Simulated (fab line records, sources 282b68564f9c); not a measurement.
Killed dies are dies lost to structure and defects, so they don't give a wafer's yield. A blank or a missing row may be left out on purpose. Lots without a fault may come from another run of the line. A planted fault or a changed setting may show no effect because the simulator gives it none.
Which tool did it? | flow rit_cmos | 14 lots, 42 wafers sampled, at 1 step of a route of 202

WHAT THE GAUGES READ, wafer by wafer
The record holds no reading of a measuring or inspecting step that can be judged against a usual standard deviation.

WHICH TOOL RAN EACH LOT (tool, then ch and the chambers of the sampled wafers, then the start)
lot  | RIT_SILICIDE_RTA_04
L229 | rtp_anneal-01 ch 0, day 3 03:37
L230 | rtp_anneal-02 ch 0, day 3 08:02
L234 | rtp_anneal-02 ch 0, day 4 04:46
L235 | rtp_anneal-01 ch 0, day 4 08:31
L236 | rtp_anneal-02 ch 0, day 4 12:23
L237 | rtp_anneal-01 ch 0, day 4 19:40
L239 | rtp_anneal-02 ch 0, day 5 10:06
L241 | rtp_anneal-01 ch 0, day 5 16:43
L242 | rtp_anneal-02 ch 0, day 5 22:31
L246 | rtp_anneal-02 ch 0, day 6 18:34
L248 | rtp_anneal-02 ch 0, day 7 02:20
L249 | rtp_anneal-01, day 7 05:26
L250 | rtp_anneal-02, day 7 12:56
L252 | rtp_anneal-02 ch 0, day 7 21:53
- RIT_SILICIDE_RTA_04: time 10 s, ramp up 5 s, ramp down 5 s.

WHAT THE TOOLS THEMSELVES READ (means of the sampled wafers that have a number; where no wafer has one, the mark that the record gives instead)
RIT_SILICIDE_RTA_04.
lot  | tool          | anneal_temp_c_max | chamber_o2_ppm | wafer_temp_C_max
L229 | rtp_anneal-01 | 652.5             | 2.012          | 653.0
L230 | rtp_anneal-02 | 653.3             | 1.988          | 651.8
L234 | rtp_anneal-02 | 653.2             | 1.993          | 651.7
L235 | rtp_anneal-01 | 652.6             | 1.998          | 653.6
L236 | rtp_anneal-02 | 653.2             | 2.008          | 651.8
L237 | rtp_anneal-01 | 652.3             | 2.022          | 652.8
L239 | rtp_anneal-02 | 653.4             | 1.999          | 651.6
L241 | rtp_anneal-01 | 652.0             | 2.015          | 653.8
L242 | rtp_anneal-02 | 653.4             | 2.007          | 652.6
L246 | rtp_anneal-02 | 653.1             | 2.001          | 652.6
L248 | rtp_anneal-02 | 653.8             | 1.984          | 652.1
L249 | rtp_anneal-01 | -                 | -              | -
L250 | rtp_anneal-02 | -                 | -              | -
L252 | rtp_anneal-02 | 653.7             | 2.005          | 652.6

THE ANSWER, worked out from the rows above alone
Rule: what is usual is taken from the lots themselves. Put in order of their means at a reading, lots are off if they are a third of the lots or fewer, leave a main group of 4 or more, and stand apart from it by a gap of 3 or more times the standard deviation of the main group's means; of several such gaps the widest counts. A main group whose means are all the same, to the digits that the tables above print for the reading, isn't used. A lot without any number at a reading at which 4 lots or more have one is off too. The other lots that the step has rows for count as sound. The gauges are gone through in route order, then the tools' own readings, and for those a lot's mean is taken as printed above. The first step at which some lot is off is used, and at that step the reading that is off furthest; a lot without a number counts as furthest.
Off: L249, L250, at RIT_SILICIDE_RTA_04 (anneal_temp_c_max). Without a number there: L249, L250. The main group: mean 653.0, standard deviation 0.54.
A tool fits if, at that step or a process step before it, it ran every lot that is off, and no sound lot after the first of them. None of those tried fits.

WHAT THE SIMULATOR HAD PUT IN
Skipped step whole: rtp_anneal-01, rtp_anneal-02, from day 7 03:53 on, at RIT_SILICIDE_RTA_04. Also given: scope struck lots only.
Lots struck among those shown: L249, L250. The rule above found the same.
